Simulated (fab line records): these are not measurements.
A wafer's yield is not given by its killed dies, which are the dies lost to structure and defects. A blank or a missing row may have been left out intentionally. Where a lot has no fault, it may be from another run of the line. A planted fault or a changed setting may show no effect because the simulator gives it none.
Which tool was responsible? :: flow berkeley cmos170 :: Sampling: 7 lots, 21 wafers, 2 of 331 route steps

## WHAT THE GAUGES SHOWED, per wafer
UCB170_V2_BOW_MEAS_03.
lot: L922
measured: day 7 13:03
on: film metro-04
V2_BOW (um): 35 42 35

lot: L926
measured: day 7 20:03
on: film metro-02
V2_BOW (um): 40 19 38

lot: L930
measured: day 8 17:59
on: film metro-04
V2_BOW (um): 46 49 36

lot: L932
measured: day 9 02:22
on: film metro-04
V2_BOW (um): 37 49 41

lot: L936
measured: day 9 20:54
on: film metro-04
V2_BOW (um): 39 36 38

lot: L941
measured: day 11 11:35
on: film metro-01
V2_BOW (um): 38 42 32

lot: L944
measured: day 12 04:40
on: film metro-01
V2_BOW (um): 27 37 37

## WHICH TOOL RAN EACH LOT (tool, then ch and the chambers of the sampled wafers, then the start)
lot: L922
UCB170_M1_ETCH_11: rie diel-02 ch 2,3, day 7 04:25

lot: L926
UCB170_M1_ETCH_11: rie diel-04 ch 0,2,3, day 7 08:13

lot: L930
UCB170_M1_ETCH_11: rie diel-02 ch 1,2,3, day 8 04:54

lot: L932
UCB170_M1_ETCH_11: rie diel-03 ch 0,2, day 8 13:44

lot: L936
UCB170_M1_ETCH_11: rie diel-04 ch 0,1, day 9 11:52

lot: L941
UCB170_M1_ETCH_11: rie diel-03 ch 0,2,3, day 11 01:30

lot: L944
UCB170_M1_ETCH_11: rie diel-03 ch 0,1,2, day 11 17:53
- UCB170_M1_ETCH_11: etches BARC in N2/H2.

## THE ANSWER, worked out from the rows above alone
Rule: the usual values come from the lots themselves. Put in order of their means at a reading, lots are off if they are a third of the lots or fewer, leave a main group of 4 or more, and stand apart from it by a gap of 3 or more times the standard deviation of the main group's means; of several such gaps the widest counts. A main group whose means are all the same, to the digits that the tables above print for the reading, isn't used. Also off: a lot with no number at a reading for which 4 or more lots have one. All remaining lots with rows at the step are treated as sound.
Across all readings shown, no lot is off: no conclusion can be drawn from this.

## WHAT THE SIMULATOR PUT IN
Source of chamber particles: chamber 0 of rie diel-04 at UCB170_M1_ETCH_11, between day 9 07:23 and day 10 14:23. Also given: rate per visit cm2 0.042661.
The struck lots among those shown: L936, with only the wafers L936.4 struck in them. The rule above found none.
